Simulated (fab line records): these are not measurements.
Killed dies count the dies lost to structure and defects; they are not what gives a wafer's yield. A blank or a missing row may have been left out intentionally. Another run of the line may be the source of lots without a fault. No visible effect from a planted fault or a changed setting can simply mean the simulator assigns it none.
Split-lot trial / flow berkeley cmos170 / route with 331 steps; 5 lots, 23 wafers read

THE SPLIT
At UCB170_NLDD_IMPLANT_09, the setting energy kev was moved away from the recipe's 30 on 11 of the 23 wafers read, by +2.4% to +5.7%. All remaining wafers had this setting at the recipe value.

The reading is taken at the split's own step.

THE READING
The simulator's own value implant.drp nm, read by no gauge, in nm at UCB170_NLDD_IMPLANT_09. The file gives no usual value for it.

wafer=L076.1; tool, chamber at the split=implanter-02, 0; energy kev as run=30; against the recipe=recipe; implant.drp nm, nm=9.611; against lot-mates on the recipe=-
wafer=L076.3; tool, chamber at the split=implanter-02, 0; energy kev as run=30; against the recipe=recipe; implant.drp nm, nm=9.611; against lot-mates on the recipe=-
wafer=L076.2; tool, chamber at the split=implanter-02, 0; energy kev as run=31; against the recipe=+3.3%; implant.drp nm, nm=9.844; against lot-mates on the recipe=+0.233
wafer=L076.4; tool, chamber at the split=implanter-02, 0; energy kev as run=31; against the recipe=+3.3%; implant.drp nm, nm=9.844; against lot-mates on the recipe=+0.233
wafer=L076.6; tool, chamber at the split=implanter-02, 0; energy kev as run=31; against the recipe=+3.3%; implant.drp nm, nm=9.844; against lot-mates on the recipe=+0.233
wafer=L078.1; tool, chamber at the split=implanter-03, 0; energy kev as run=30.73; against the recipe=+2.4%; implant.drp nm, nm=9.781; against lot-mates on the recipe=+0.170
wafer=L078.3; tool, chamber at the split=implanter-03, 0; energy kev as run=30.73; against the recipe=+2.4%; implant.drp nm, nm=9.781; against lot-mates on the recipe=+0.170
wafer=L078.4; tool, chamber at the split=implanter-03, 0; energy kev as run=30.73; against the recipe=+2.4%; implant.drp nm, nm=9.781; against lot-mates on the recipe=+0.170
wafer=L078.2; tool, chamber at the split=implanter-03, 0; energy kev as run=30; against the recipe=recipe; implant.drp nm, nm=9.611; against lot-mates on the recipe=-
wafer=L078.6; tool, chamber at the split=implanter-03, 0; energy kev as run=30; against the recipe=recipe; implant.drp nm, nm=9.611; against lot-mates on the recipe=-
wafer=L081.1; tool, chamber at the split=implanter-03, 0; energy kev as run=31.72; against the recipe=+5.7%; implant.drp nm, nm=10.01; against lot-mates on the recipe=+0.399
wafer=L081.2; tool, chamber at the split=implanter-03, 0; energy kev as run=31.72; against the recipe=+5.7%; implant.drp nm, nm=10.01; against lot-mates on the recipe=+0.399
wafer=L081.5; tool, chamber at the split=implanter-03, 0; energy kev as run=31.72; against the recipe=+5.7%; implant.drp nm, nm=10.01; against lot-mates on the recipe=+0.399
wafer=L081.4; tool, chamber at the split=implanter-03, 0; energy kev as run=30; against the recipe=recipe; implant.drp nm, nm=9.611; against lot-mates on the recipe=-
wafer=L081.6; tool, chamber at the split=implanter-03, 0; energy kev as run=30; against the recipe=recipe; implant.drp nm, nm=9.611; against lot-mates on the recipe=-
wafer=L082.1; tool, chamber at the split=implanter-02, 0; energy kev as run=30; against the recipe=recipe; implant.drp nm, nm=9.611; against lot-mates on the recipe=-
wafer=L082.4; tool, chamber at the split=implanter-02, 0; energy kev as run=30; against the recipe=recipe; implant.drp nm, nm=9.611; against lot-mates on the recipe=-
wafer=L082.6; tool, chamber at the split=implanter-02, 0; energy kev as run=30; against the recipe=recipe; implant.drp nm, nm=9.611; against lot-mates on the recipe=-
wafer=L082.2; tool, chamber at the split=implanter-02, 0; energy kev as run=31.57; against the recipe=+5.2%; implant.drp nm, nm=9.978; against lot-mates on the recipe=+0.367
wafer=L082.3; tool, chamber at the split=implanter-02, 0; energy kev as run=31.57; against the recipe=+5.2%; implant.drp nm, nm=9.978; against lot-mates on the recipe=+0.367
wafer=L083.3; tool, chamber at the split=implanter-03, 0; energy kev as run=30; against the recipe=recipe; implant.drp nm, nm=9.611; against lot-mates on the recipe=-
wafer=L083.5; tool, chamber at the split=implanter-03, 0; energy kev as run=30; against the recipe=recipe; implant.drp nm, nm=9.611; against lot-mates on the recipe=-
wafer=L083.6; tool, chamber at the split=implanter-03, 0; energy kev as run=30; against the recipe=recipe; implant.drp nm, nm=9.611; against lot-mates on the recipe=-

FIT RESULTS
A straight line over all 23 wafers: implant.drp nm changes by +0.0698 nm for each +1% of energy kev; r = +1.00; the points scatter about the line by 0.0007 nm.
The same after taking each lot's own level away (the mean of its wafers on the recipe; 23 wafers): +0.0698 nm for each +1%; r = +1.00; scatter 0.0007 nm.
The reading moves by 0.4 nm for the largest change in energy kev, on that fit.
The lots' own levels span 9.6110 to 9.6110 nm.
So the lot-to-lot level changes the slope little: the two slopes agree.
Check: with one of the wafers moved furthest among these (+5.7%) left out of the fit, the line predicts +0.4 nm for it against its lot-mates. Against them it came out at +0.399 nm.

THESE WAFERS: OTHER SPLITS
These wafers also went through other splits before the reading. Each is held against what the fit with the lots' levels taken away leaves over:
other split on the same wafers=UCB170_NWELL_PEB_10 peb temp c; wafers away from the commonest value=7; r with implant.drp nm (lot level and that fit taken away)=-0.22
other split on the same wafers=UCB170_NWELL_ETCH_13 over etch frac; wafers away from the commonest value=8; r with implant.drp nm (lot level and that fit taken away)=+0.26
other split on the same wafers=UCB170_PWELL_COAT_08 resist thk nm; wafers away from the commonest value=8; r with implant.drp nm (lot level and that fit taken away)=+0.20
other split on the same wafers=UCB170_PWELL_DEVELOP_12 develop time s; wafers away from the commonest value=9; r with implant.drp nm (lot level and that fit taken away)=+0.41
other split on the same wafers=UCB170_ACTIVE_OXIDATION_02 ox time s; wafers away from the commonest value=15; r with implant.drp nm (lot level and that fit taken away)=-0.57
other split on the same wafers=UCB170_ACTIVE_COAT_08 spin rpm; wafers away from the commonest value=11; r with implant.drp nm (lot level and that fit taken away)=+0.12
other split on the same wafers=UCB170_PFIELD_IMPLANT_07 dose cm2; wafers away from the commonest value=7; r with implant.drp nm (lot level and that fit taken away)=+0.06
other split on the same wafers=UCB170_SACOX_OXIDATION_01 ox time s; wafers away from the commonest value=15; r with implant.drp nm (lot level and that fit taken away)=+0.12
other split on the same wafers=UCB170_PVT_IMPLANT_07 energy kev; wafers away from the commonest value=10; r with implant.drp nm (lot level and that fit taken away)=+0.46

THE WHOLE CHAIN: every reading that the file lists as answering this split, in the file's order
step=UCB170_NLDD_IMPLANT_09; what it does=; reading=implant.rp nm (the simulator's own value, which no gauge read); change (the file's fit)=+0.164 nm for each +1% of the setting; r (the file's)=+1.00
step=UCB170_NLDD_IMPLANT_09; what it does=; reading=implant.drp nm (the simulator's own value, which no gauge read); change (the file's fit)=+0.0702 nm for each +1% of the setting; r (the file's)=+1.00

THE FILE'S OWN FIT
implant.drp nm changes by +0.0702 nm for each +1% of energy kev, r = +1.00.
